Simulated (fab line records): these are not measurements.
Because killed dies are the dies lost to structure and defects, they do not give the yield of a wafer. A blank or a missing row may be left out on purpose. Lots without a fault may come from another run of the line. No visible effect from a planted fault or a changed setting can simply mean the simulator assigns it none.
Matching of chambers	flow berkeleyCmos170	UCB170_NWELL_ETCH_13 on rieDiel-03: 4 sister chambers
The step etches Si3N4 in CH3F/Ar/O2, stops on SiO2, target depth 246.4 nm, time 154 s. 4 wafers are shown with their chamber, then 6 later ones without.

== EACH WAFER AND ITS CHAMBER ==
wafer	chamber	drypumpMotorCurrentA (A)
L298.5	3	6.4
L314.6	0	5.8
L315.2	1	5.2
L315.5	2	6.3

== WAFERS WITHOUT THEIR CHAMBER ==
wafer	drypumpMotorCurrentA (A)
L317.3	5.2
L317.4	5.7
L317.5	6.3
L318.2	6.3
L318.3	5.8
L318.4	5.2

== THE CHAMBER EACH PASSED THROUGH ==
wafer	from the rows above	in truth
L317.3	1	1
L317.4	0	0
L317.5	2	2
L318.2	2	2
L318.3	0	0
L318.4	1	1
6 of 6 placed correctly. Can't be placed from these rows: 0. 0 placed wrongly.
How it was worked out, from the rows above alone: a wafer's distance from a chamber is the root of the sum, over the readings, of the square of ((its reading less the chamber's mean) divided by the reading's scatter). If the next closest chamber is less than 2 further off than the closest, the wafer can't be placed; otherwise it belongs to the closest. A chamber's mean is the mean of its shown wafers. The scatter: with one shown wafer a chamber, the root of the mean of the squares of how far each hidden wafer lies from its nearest shown one.
